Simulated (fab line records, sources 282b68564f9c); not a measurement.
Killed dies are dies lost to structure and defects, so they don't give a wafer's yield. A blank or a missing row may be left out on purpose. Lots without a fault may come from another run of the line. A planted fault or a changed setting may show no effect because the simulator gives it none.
A struck lot beside a sound one | flow rit_cmos | 13 steps out of a route of 202
Sound: wafers L238.2, L238.5, L238.6. Struck: wafers L252.1, L252.2, L252.5. The cause comes at the end.
At each step with rows: each side's tool, then ch and its chambers, then its first start. Under that, the readings that differ: sound wafers | struck wafers | difference of the means | sigmas: that difference in standard deviations of wafers without a fault.
alike: readings whose means differ by less than 2 such deviations, and words and numbers that are the same on both sides. not compared: withheld readings, readings that some wafer has no value for, bounds like >300 that may hide the same value, and numbers for which the record gives no deviation and whose values overlap.
The two part at a step that has a row with sigmas, a row that says differs or no value, or rows on one side only. Numbers that don't overlap but have no deviation are shown without sigmas and don't part them. A reading that every wafer of one side lacks parts them only if that side has two wafers or more.

first, 2 steps without rows for these wafers: RIT_PLDD_PEB_04; RIT_PLDD_DEVELOP_05 (develop time 51.36 s).
RIT_PLDD_OVL_MEAS_06:
  sound on overlay-02, day 3 14:56; struck on overlay-02, day 6 14:47
  alike: PLDD_OVL
then, 2 steps without rows for these wafers: RIT_PLDD_HARDBAKE_07 (time 60 s); RIT_PLDD_IMPLANT_08.
RIT_PLDD_STRIP_09: strips in O2, time 180 s.
  sound on plasma_asher-02 ch 0,1, day 3 15:16; struck on plasma_asher-02 ch 0,1, day 6 15:08
  alike: drypump_motor_current_A
  not compared: rf_hours_counter_h
RIT_PLDD_TW_MEAS_10:
  sound on film_metro-03, day 3 15:27; struck on film_metro-03, day 6 15:18
  alike: PLDD_TW
then, 4 steps without rows for these wafers: RIT_SPACER_CLEAN_00 (cleans in SC1, time 600 s); RIT_SPACER_CLEAN_01 (cleans in dHF, time 30 s); RIT_SPACER_CLEAN_02 (cleans in SC2, time 600 s); RIT_SPACER_CVD_03 (deposits Si3N4 from SiH2Cl2/NH3, target thk 250 nm, time 3300 s).
RIT_SPACER_THK_MEAS_04:
  sound on film_metro-02, day 3 17:47; struck on film_metro-04, day 6 18:38
  reading                 | sound             | struck            | difference | sigmas
  SPACER_NITRIDE_THK (nm) | 248.7 249.4 248.1 | 255.5 253.7 254.5 | +5.8       | +2
RIT_SPACER_ETCHBACK_05: etches Si3N4 in SF6/CHF3, stops on SiO2, target depth 250 nm, time 240 s.
  sound on rie_diel-02 ch 0,2,3, day 3 17:50; struck on rie_diel-02 ch 0,2,3, day 6 18:42
  no value came back on the struck wafers for any of 5 readings (CHF3_flow_sccm (sccm), SF6_flow_sccm (sccm) and others); on the sound wafers CHF3_flow_sccm (sccm) reads 30.12 30.12 30.09
  reading                                     | sound             | struck            | difference | sigmas
  model.poly-Si_of_GATE_CVD_08.thk_nm (nm)    | 157.7 156.8 155.1 | 222.5 225.3 222.6 | +66.9      |
  model.Si3N4_of_SPACER_CVD_03.thk_nm (nm)    | 194.6 196.2 193.5 | 255.5 253.7 254.7 | +59.9      |
  model.SiO2_of_FOX2_OXIDATION_00.thk_nm (nm) | 185 179.6 180.6   | 226.9 223.2 232.6 | +45.8      |
  not compared: rf_hours_counter_h

WHERE THEY PART
First at RIT_SPACER_THK_MEAS_04; last, within this record, at RIT_SPACER_ETCHBACK_05.

WHY: what the simulator had put in
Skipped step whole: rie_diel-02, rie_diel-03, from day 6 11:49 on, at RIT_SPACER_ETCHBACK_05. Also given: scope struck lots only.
